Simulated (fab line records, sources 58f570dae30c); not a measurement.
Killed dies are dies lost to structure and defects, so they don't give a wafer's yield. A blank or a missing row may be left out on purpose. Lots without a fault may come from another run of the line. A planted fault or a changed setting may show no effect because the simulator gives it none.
Split-lot experiment | flow berkeley_cmos170 | 5 lots, 23 wafers read, on a route of 331 steps

THE SPLIT
At UCB170_GATE_CVD_04 (deposits poly-Si from SiH4, time 1440 s, target thk 214 nm), the setting time_s was moved away from the recipe's 1440 s on 20 of the 23 wafers read, by -9.5% to +9.2%. The other wafers ran this setting at the recipe's value.

FROM THE SPLIT TO THE READING: what the file shows between them, 1 step
- UCB170_GATE_THK_MEAS_05

THE READING
oes_product_au, in a.u., at UCB170_GATE_ETCH_15 (etches poly-Si in HBr/Cl2, stops on SiO2, time 56.3 s, target depth 278.2 nm). Fault-free wafers of this fab line usually give 0.833 a.u., standard deviation 0.012 a.u..

wafer  | tool, chamber at the split | time_s as run, s | against the recipe | oes_product_au, a.u. | against lot-mates on the recipe
L074.2 | -, -                       | 1573             | +9.2%              | 0.872                | no lot-mate on the recipe
L074.3 | -, -                       | 1573             | +9.2%              | 0.905                | no lot-mate on the recipe
L074.4 | -, -                       | 1573             | +9.2%              | 0.889                | no lot-mate on the recipe
L074.5 | -, -                       | 1573             | +9.2%              | 0.895                | no lot-mate on the recipe
L074.6 | -, -                       | 1573             | +9.2%              | 0.885                | no lot-mate on the recipe
L076.1 | -, -                       | 1317             | -8.5%              | 0.800                | no lot-mate on the recipe
L076.2 | -, -                       | 1317             | -8.5%              | 0.793                | no lot-mate on the recipe
L076.3 | -, -                       | 1317             | -8.5%              | 0.785                | no lot-mate on the recipe
L076.4 | -, -                       | 1317             | -8.5%              | 0.789                | no lot-mate on the recipe
L076.5 | -, -                       | 1317             | -8.5%              | 0.781                | no lot-mate on the recipe
L079.3 | lpcvd-02, 1                | 1440             | recipe             | 0.832                | -
L079.4 | lpcvd-02, 1                | 1440             | recipe             | 0.838                | -
L079.6 | lpcvd-02, 1                | 1440             | recipe             | 0.826                | -
L078.1 | -, -                       | 1303             | -9.5%              | 0.791                | no lot-mate on the recipe
L078.3 | -, -                       | 1303             | -9.5%              | 0.775                | no lot-mate on the recipe
L078.4 | -, -                       | 1303             | -9.5%              | 0.787                | no lot-mate on the recipe
L078.5 | -, -                       | 1303             | -9.5%              | 0.779                | no lot-mate on the recipe
L078.6 | -, -                       | 1303             | -9.5%              | 0.775                | no lot-mate on the recipe
L084.2 | -, -                       | 1508             | +4.7%              | 0.863                | no lot-mate on the recipe
L084.3 | -, -                       | 1508             | +4.7%              | 0.834                | no lot-mate on the recipe
L084.4 | -, -                       | 1508             | +4.7%              | 0.845                | no lot-mate on the recipe
L084.5 | -, -                       | 1508             | +4.7%              | 0.829                | no lot-mate on the recipe
L084.6 | -, -                       | 1508             | +4.7%              | 0.839                | no lot-mate on the recipe

THE FIT
A straight line over all 23 wafers: oes_product_au changes by +0.00522 a.u. for each +1% of time_s; r = +0.96; the points scatter about the line by 0.012 a.u..
Too few moved wafers have a lot-mate on the recipe to fit a line with each lot's own level taken away.

THE WHOLE CHAIN: every reading that the file lists as answering this split, in the file's order
step                    | what it does                                                                 | reading                                                                        | change (the file's fit)                   | r (the file's)
UCB170_GATE_CVD_04      | deposits poly-Si from SiH4, time 1440 s, target thk 214 nm                   | poly-Si_of_GATE_CVD_04.thk_nm (the simulator's own value, which no gauge read) | +2.11 nm for each +1% of the setting      | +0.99
UCB170_GATE_THK_MEAS_05 |                                                                              | GATE_POLY_THK                                                                  | +2.11 for each +1% of the setting         | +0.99
UCB170_GATE_ETCH_15     | etches poly-Si in HBr/Cl2, stops on SiO2, time 56.3 s, target depth 278.2 nm | oes_product_au                                                                 | +0.00523 a.u. for each +1% of the setting | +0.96
UCB170_GATE_ETCH_15     | etches poly-Si in HBr/Cl2, stops on SiO2, time 56.3 s, target depth 278.2 nm | etch.depth_nm (the simulator's own value, which no gauge read)                 | +2.1 nm for each +1% of the setting       | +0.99
UCB170_GATE_ETCH_15     | etches poly-Si in HBr/Cl2, stops on SiO2, time 56.3 s, target depth 278.2 nm | GATE.feature_depth_nm (the simulator's own value, which no gauge read)         | +2.11 nm for each +1% of the setting      | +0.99

THE FILE'S OWN FIT
oes_product_au changes by +0.00523 a.u. for each +1% of time_s, r = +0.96.
